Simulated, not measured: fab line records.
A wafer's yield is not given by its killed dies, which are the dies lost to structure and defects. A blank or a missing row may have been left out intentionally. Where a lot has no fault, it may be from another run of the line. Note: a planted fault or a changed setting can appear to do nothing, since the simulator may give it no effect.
Struck lot and sound lot, side by side    flow rit-cmos    15 steps out of a route of 202
Sound: wafers L327.3, L327.4, L327.5. Struck: wafers L337.1, L337.3, L337.5. The cause comes at the end.
Each step with rows lists, per side, the tool, then ch with its chambers, then its first start. Under that, the readings that differ: sound wafers    struck wafers    difference of the means    sigmas: that difference in standard deviations of wafers without a fault.
alike: readings whose means differ by less than 2 such deviations, and words and numbers that are the same on both sides. not compared: withheld readings, readings that some wafer has no value for, bounds like >300 that may hide the same value, and numbers for which the record gives no deviation and whose values overlap.
Wherever a step has rows on one side only, a row that says differs or no value, or a row with sigmas, the two part there. Numbers that don't overlap but have no deviation are shown without sigmas and don't part them. A reading missing from all wafers of one side parts the sides only when that side holds two or more wafers.

first, 4 steps without rows for these wafers: RIT_REOX_CLEAN_00 (cleans in SC1, time 600 s); RIT_REOX_CLEAN_01 (cleans in dHF, time 30 s); RIT_REOX_CLEAN_02 (cleans in SC2, time 600 s); RIT_REOX_OXIDATION_03 (target thk 25.2 nm, ox time 5580 s).
RIT_REOX_THK_MEAS_04:
  sound: film-metro-04 at day 3 06:53; struck: film-metro-04 at day 5 22:34
  alike: REOX_OXIDE_THK
then, 6 steps without rows for these wafers: RIT_NLDD_HMDS_00 (prime time 60 s); RIT_NLDD_COAT_01 (resist thk 1000 nm); RIT_NLDD_SOFTBAKE_02 (time 60 s); RIT_NLDD_EXPOSE_03 (exposes mask M7, target cd 40700 nm); RIT_NLDD_PEB_04; RIT_NLDD_DEVELOP_05 (develop time 50 s).
RIT_NLDD_OVL_MEAS_06:
  sound: overlay-01 at day 3 07:47; struck: overlay-02 at day 5 23:28
  alike: NLDD_OVL
RIT_NLDD_HARDBAKE_07: time 60 s.
  sound on litho-track-04 ch 0, day 3 07:52; struck on litho-track-04 ch 0, day 5 23:30
reading                   sound                 struck                difference  sigmas
heater-power-total-W (W)  62.55 62.58 62.49     63.19 63.06 63.11     +0.58       +13
plate-temp-C (C)          140.03 140.12 140.17  141.10 141.13 141.27  +1.06       +8
next, for these wafers, 1 step has no rows: RIT_NLDD_IMPLANT_08.
RIT_M1_PROBE_99:
  sound: prober-02 at day 3 23:41; struck: prober-02 at day 6 16:03
  alike: killed-at-contacts, killed-at-front-end, killed-dies, killed-open, killed-short

## WHERE THEY PART
Only at RIT_NLDD_HARDBAKE_07, within this record. Later steps at which nothing parts them and some readings are alike: RIT_M1_PROBE_99.

WHY: what had been put in by the simulator
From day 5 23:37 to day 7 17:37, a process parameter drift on litho-track-04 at RIT_NLDD_HARDBAKE_07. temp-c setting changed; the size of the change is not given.
